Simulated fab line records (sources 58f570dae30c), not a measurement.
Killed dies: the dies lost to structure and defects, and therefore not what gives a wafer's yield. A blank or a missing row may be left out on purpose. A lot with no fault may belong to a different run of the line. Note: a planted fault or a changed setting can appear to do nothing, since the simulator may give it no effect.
Which tool is to blame? -- flow berkeleyCmos170 -- 6 lots with 18 wafers sampled at 2 steps, on a route of 331 steps

## WHAT EACH GAUGE READ, for each wafer
UCB170_NVT_OVL_MEAS_06.
lot,measured,on,NVT_OVL (nm)
L712,day 7 06:17,overlay-01,1 13 15
L715,day 7 18:19,overlay-02,-1 -9 -5
L717,day 8 03:11,overlay-01,0 -2 -1
L726,day 10 09:29,overlay-02,-5 -5 -5
L729,day 10 09:46,overlay-02,15 16 14
L733,day 11 14:23,overlay-01,3 3 5

## WHICH TOOL RAN EACH LOT (tool, then ch and the chambers of the sampled wafers, then the start)
lot,UCB170_NVT_EXPOSE_03
L712,"krfScanner-02 ch 0, day 7 05:53"
L715,"krfScanner-01 ch 0, day 7 17:55"
L717,"krfScanner-01 ch 0, day 8 02:39"
L726,"krfScanner-02 ch 0, day 10 08:04"
L729,"krfScanner-02 ch 0, day 10 08:32"
L733,"krfScanner-02 ch 0, day 11 13:17"
- UCB170_NVT_EXPOSE_03: exposes mask PWELL, target cd 3000 nm.

## THE ANSWER, worked out from the rows above alone
Rule: the usual values come from the lots themselves. Put in order of their means at a reading, lots are off if they are a third of the lots or fewer, leave a main group of 4 or more, and stand apart from it by a gap of 3 or more times the standard deviation of the main group's means; of several such gaps the widest counts. A main group whose means are all the same, to the digits that the tables above print for the reading, isn't used. Also off: a lot with no number at a reading for which 4 or more lots have one. Any other lot the step has rows for is counted as sound.
None of the lots is off at any reading shown; this tells nothing.

## WHAT WAS PUT IN BY THE SIMULATOR
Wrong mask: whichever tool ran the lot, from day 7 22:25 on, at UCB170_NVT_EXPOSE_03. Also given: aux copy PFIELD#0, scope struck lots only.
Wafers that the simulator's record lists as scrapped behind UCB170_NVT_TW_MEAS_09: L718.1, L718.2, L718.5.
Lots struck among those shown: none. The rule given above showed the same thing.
